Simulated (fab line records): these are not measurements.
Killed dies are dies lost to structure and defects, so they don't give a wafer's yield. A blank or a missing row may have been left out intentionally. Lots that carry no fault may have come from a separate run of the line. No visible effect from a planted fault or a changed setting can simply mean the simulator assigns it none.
Which of the tools did it? ; flow rit cmos ; Sampling: 14 lots, 42 wafers, 6 of 202 route steps

== WHAT THE GAUGES SHOWED, per wafer ==
RIT_NWELL_TW_MEAS_10.
lot;measured;on;NWELL_TW
L522;day 2 06:55;film metro-02;2176 2158 2174
L524;day 2 14:17;film metro-01;2150 2132 2133
L527;day 3 04:41;film metro-01;2151 2136 2150
L528;day 3 17:43;film metro-02;2174 2164 2184
L529;day 3 21:10;film metro-01;2139 2138 2138
L530;day 4 00:05;film metro-04;2167 2170 2177
L531;day 4 04:47;film metro-02;2141 2156 2151
L532;day 4 09:55;film metro-01;2148 2156 2156
L534;day 4 15:19;film metro-04;2179 2185 2181
L537;day 5 08:30;film metro-04;2050 2050 2043
L538;day 5 17:52;film metro-02;2029 2021 2022
L540;day 6 01:38;film metro-02;2152 2155 2159
L543;day 6 21:13;film metro-04;2171 2186 2193
L544;day 7 06:47;film metro-04;2171 2179 2160

RIT_WELLDRIVE_RS_MEAS_01: measurement is done with a four-point probe.
lot;measured;on;NWELL_RS (ohm/sq)
L522;day 2 15:01;film metro-01;275.7 275.2 275.7
L524;day 2 21:06;film metro-01;275.4 275.6 275.9
L527;day 3 14:16;film metro-01;274.8 276.4 275.8
L528;day 4 00:57;film metro-01;277.1 276.3 277.0
L529;day 4 05:08;film metro-04;275.6 275.4 276.2
L530;day 4 08:40;film metro-04;275.9 276.1 276.0
L531;day 4 12:18;film metro-04;275.9 275.4 275.3
L532;day 4 16:45;film metro-02;274.3 274.8 274.2
L534;day 4 23:25;film metro-04;274.8 274.7 275.1
L537;day 5 17:11;film metro-01;308.4 309.4 308.5
L538;day 6 01:29;film metro-01;312.8 311.8 311.9
L540;day 6 08:20;film metro-04;276.4 275.1 276.0
L543;day 7 05:21;film metro-02;274.9 275.5 275.0
L544;day 7 14:04;film metro-01;276.8 276.8 276.8

RIT_PRETRO_OVL_MEAS_06.
lot;measured;on;PRETRO_OVL (nm)
L522;day 2 18:01;overlay-02;-1.5 0.3 0.1
L524;day 3 00:06;overlay-02;-1.0 0.1 0.1
L527;day 3 17:02;overlay-02;0.3 -2.2 -1.4
L528;day 4 03:44;overlay-01;0.7 0.6 -0.6
L529;day 4 07:49;overlay-02;-1.2 -2.2 -1.1
L530;day 4 11:35;overlay-02;1.9 0.3 0.6
L531;day 4 15:01;overlay-02;1.7 0.1 0.3
L532;day 4 19:41;overlay-02;-0.2 -0.2 -0.9
L534;day 5 02:19;overlay-02;-0.8 -1.3 0.6
L537;day 5 19:51;overlay-01;-1.0 -0.7 -0.4
L538;day 6 04:09;overlay-02;2.0 0.3 1.1
L540;day 6 10:59;overlay-02;-0.9 -0.5 0.3
L543;day 7 08:08;overlay-02;0.5 0.4 0.2
L544;day 7 16:51;overlay-01;-1.4 -2.7 0.1

RIT_GATE_THK_MEAS_09.
lot;measured;on;GATE_POLY_THK (nm)
L522;day 3 00:31;film metro-01;250.2 251.2 251.4
L524;day 3 09:31;film metro-03;250.4 251.4 249.4
L527;day 3 22:04;film metro-04;248.9 250.9 250.4
L528;day 4 11:23;film metro-01;250.7 250.9 252.4
L529;day 4 13:49;film metro-03;247.7 247.2 248.4
L530;day 4 19:28;film metro-04;246.8 246.6 248.8
L531;day 5 00:02;film metro-01;250.8 252.0 248.6
L532;day 5 02:28;film metro-04;248.4 249.2 247.0
L534;day 5 13:16;film metro-04;251.0 252.2 250.3
L537;day 6 01:56;film metro-03;251.4 251.3 251.6
L538;day 6 19:00;film metro-01;254.9 252.8 253.9
L540;day 7 00:46;film metro-04;251.4 252.4 250.5
L543;day 7 17:55;film metro-01;249.3 250.6 248.5
L544;day 8 04:40;film metro-03;247.0 247.2 245.7

== WHAT TOOL EACH LOT RAN ON (gives the tool, then ch and the chambers of the sampled wafers, and finally the start) ==
lot;RIT_ACTIVE_ETCH_13;RIT_NWELL_IMPLANT_08
L522;rie diel-02 ch 1,2,3, day 1 22:47;implanter-03 ch 0, day 2 06:35
L524;rie diel-04 ch 0,1, day 2 06:19;implanter-03 ch 0, day 2 13:59
L527;rie diel-04 ch 1,2,3, day 2 22:25;implanter-04 ch 0, day 3 04:23
L528;rie diel-02 ch 0,1,3, day 3 02:55;implanter-04 ch 0, day 3 17:23
L529;rie diel-01 ch 1,2,3, day 3 08:23;implanter-02 ch 0, day 3 20:51
L530;rie diel-01 ch 0,2, day 3 16:08;implanter-04 ch 0, day 3 23:45
L531;rie diel-04 ch 1,2, day 3 20:44;implanter-04 ch 0, day 4 04:28
L532;rie diel-01 ch 1,2, day 4 00:46;implanter-03 ch 0, day 4 09:36
L534;rie diel-02 ch 1,2,3, day 4 09:15;implanter-03 ch 0, day 4 15:00
L537;rie diel-04 ch 1,3, day 5 00:47;implanter-04 ch 0, day 5 08:11
L538;rie diel-02 ch 1,2,3, day 5 08:14;implanter-04 ch 0, day 5 17:33
L540;rie diel-02 ch 2,3, day 5 17:24;implanter-02 ch 0, day 6 01:19
L543;rie diel-02 ch 0,2,3, day 6 10:15;implanter-03 ch 0, day 6 20:55
L544;rie diel-02 ch 0,1,3, day 6 17:52;implanter-02 ch 0, day 7 06:28
- RIT_ACTIVE_ETCH_13: etches Si3N4 in SF6, stops on SiO2, time 210 s, target depth 210 nm.
- RIT_NWELL_IMPLANT_08

== WHAT THE TOOLS THEMSELVES READ (means of the sampled wafers that have a number; where no wafer has one, the mark that the record gives instead) ==
RIT_ACTIVE_ETCH_13.
lot;tool;drypump motor current A (A);oes product au (a.u.);rf fwd power W (W);throttle valve pct (%)
L522;rie diel-02;5.8;0.817;124.4;7.43
L524;rie diel-04;5.8;0.805;124.2;7.54
L527;rie diel-04;5.3;0.815;124.2;7.50
L528;rie diel-02;5.7;0.826;124.5;7.46
L529;rie diel-01;5.7;0.825;124.6;7.48
L530;rie diel-01;5.7;0.826;124.3;7.47
L531;rie diel-04;5.2;0.808;124.3;7.48
L532;rie diel-01;5.5;0.820;124.2;7.45
L534;rie diel-02;5.8;0.826;124.4;7.43
L537;rie diel-04;5.4;0.806;124.5;7.50
L538;rie diel-02;5.8;0.821;124.1;7.43
L540;rie diel-02;5.9;0.823;124.3;7.54
L543;rie diel-02;5.9;0.830;124.3;7.48
L544;rie diel-02;5.7;0.825;124.5;7.46

RIT_NWELL_IMPLANT_08.
lot;tool;dose ions cm2;faraday current uA
L522;implanter-03;5e+13;161
L524;implanter-03;5e+13;156
L527;implanter-04;5e+13;158
L528;implanter-04;5e+13;159
L529;implanter-02;5e+13;157
L530;implanter-04;5e+13;160
L531;implanter-04;5e+13;159
L532;implanter-03;5e+13;157
L534;implanter-03;5e+13;158
L537;implanter-04;4e+13;129
L538;implanter-04;4e+13;128
L540;implanter-02;5e+13;160
L543;implanter-03;5e+13;162
L544;implanter-02;5e+13;153

== THE ANSWER, worked out from the rows above alone ==
Rule: the usual values come from the lots themselves. The widest of any qualifying gaps counts: lots, ordered by their means at a reading, are off when they make up no more than a third of the lots, leave a main group of 4 or more, and stand apart from it by 3 or more times the standard deviation of that group's means. A main group whose means are all the same, to the digits that the tables above print for the reading, isn't used. A lot without any number at a reading at which 4 lots or more have one is off too. All remaining lots with rows at the step are treated as sound. Order of review: gauges by route order, followed by the tools' own readings, for which a lot's mean as printed above is used. The first step at which some lot is off is used, and at that step the reading that is off furthest; a lot without a number counts as furthest.
Off: L537, L538, seen at RIT_NWELL_TW_MEAS_10 (NWELL_TW). For the main group the mean is 2161 and the standard deviation 15.
A tool fits if, at a process step before that reading, it ran every lot that is off, and no sound lot after the first of them. Not tried: the gauges at RIT_NWELL_TW_MEAS_10; whatever is off there is also off at RIT_WELLDRIVE_RS_MEAS_01, on other tools, and gauge error can't account for it. One candidate fits, namely implanter-04 at RIT_NWELL_IMPLANT_08. A fault onset in the window from L531 (day 4 04:28, its last sound lot) to L537 (day 5 08:11, its first lot off) fits.
The tool's own readings at RIT_NWELL_IMPLANT_08 bear it out: on the lots that are off they differ by more than 5 times the standard deviation of the sound lots' means. dose ions cm2 reads 4e+13 there against 5e+13 on the sound lots; faraday current uA reads 128 there against 158 on the sound lots.

== WHAT THE SIMULATOR HAD INSERTED ==
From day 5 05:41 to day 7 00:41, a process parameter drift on implanter-04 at RIT_NWELL_IMPLANT_08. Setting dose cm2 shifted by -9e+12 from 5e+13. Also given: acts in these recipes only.
Lots struck among those shown: L537, L538. Same finding as the rule above.
